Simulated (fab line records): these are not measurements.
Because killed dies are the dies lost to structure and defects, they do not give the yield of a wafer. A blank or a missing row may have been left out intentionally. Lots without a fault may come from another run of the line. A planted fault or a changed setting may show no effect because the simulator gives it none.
Struck lot and sound lot, side by side	flow rit_cmos	14 out of 202 route steps
Sound: the wafers L714.3, L714.5, L714.6. Struck: wafers L719.2, L719.3, L719.4. The cause is given at the end.
Per side, at each step with rows, come the tool, then ch with its chambers, and then its first start. Under that, the readings that differ: sound wafers	struck wafers	difference of the means	sigmas: that difference in standard deviations of wafers without a fault.
alike: same words and numbers on both sides, and readings whose means sit less than 2 such deviations apart. not compared: any withheld reading, any reading some wafer has no value for, any bound like >300 that may hide the same value, and any number with overlapping values for which the record gives no deviation.
The two part at a step that has a row with sigmas, a row that says differs or no value, or rows on one side only. Non-overlapping numbers with no deviation appear without sigmas and do not part them. Lack of a reading on every wafer of one side parts them only where that side has two or more wafers.

first, 2 steps without rows for these wafers: RIT_NLDD_PEB_04; RIT_NLDD_DEVELOP_05 (develop time 50 s).
RIT_NLDD_OVL_MEAS_06:
  sound on overlay-01, day 4 15:43; struck on overlay-01, day 5 15:43
  alike: NLDD_OVL
then, 2 steps without rows for these wafers: RIT_NLDD_HARDBAKE_07 (time 60 s); RIT_NLDD_IMPLANT_08.
RIT_NLDD_STRIP_09: strips in O2, time 180 s.
  sound on plasma_asher-02 ch 0,1, day 4 16:05; struck on plasma_asher-04 ch 0,1, day 5 16:02
reading	sound	struck	difference	sigmas
drypump_motor_current_A (A)	5.2 5.2 5.5	6.3 6.3 6.1	+0.9	+2
  not compared: rf_hours_counter_h
RIT_NLDD_TW_MEAS_10:
  sound on film_metro-03, day 4 16:14; struck on film_metro-04, day 5 16:13
  alike: NLDD_TW
then, 5 steps without rows for these wafers: RIT_PLDD_HMDS_00 (prime time 60 s); RIT_PLDD_COAT_01 (resist thk 1000 nm); RIT_PLDD_SOFTBAKE_02 (time 60 s); RIT_PLDD_EXPOSE_03 (exposes mask M8, target cd 40900 nm); RIT_PLDD_PEB_04.
RIT_PLDD_DEVELOP_05: develop time 50 s.
  sound on litho_track-04 ch 0, day 4 17:00; struck on litho_track-03, day 5 17:00
  no value came back on the struck wafers for chill_plate_temp_C (C), develop_time_s (s); on the sound wafers chill_plate_temp_C (C) reads 22.94 22.84 23.01
RIT_PLDD_OVL_MEAS_06:
  sound on overlay-02, day 4 17:08; struck on overlay-02, day 5 17:08
reading	sound	struck	difference	sigmas
PLDD_OVL (nm)	-1.4 -0.7 -1.2	- - -	no value on the struck wafers	

WHERE THEY PART
At RIT_NLDD_STRIP_09 first; at RIT_PLDD_OVL_MEAS_06 last (within this record only).

WHY: the cause the simulator had injected
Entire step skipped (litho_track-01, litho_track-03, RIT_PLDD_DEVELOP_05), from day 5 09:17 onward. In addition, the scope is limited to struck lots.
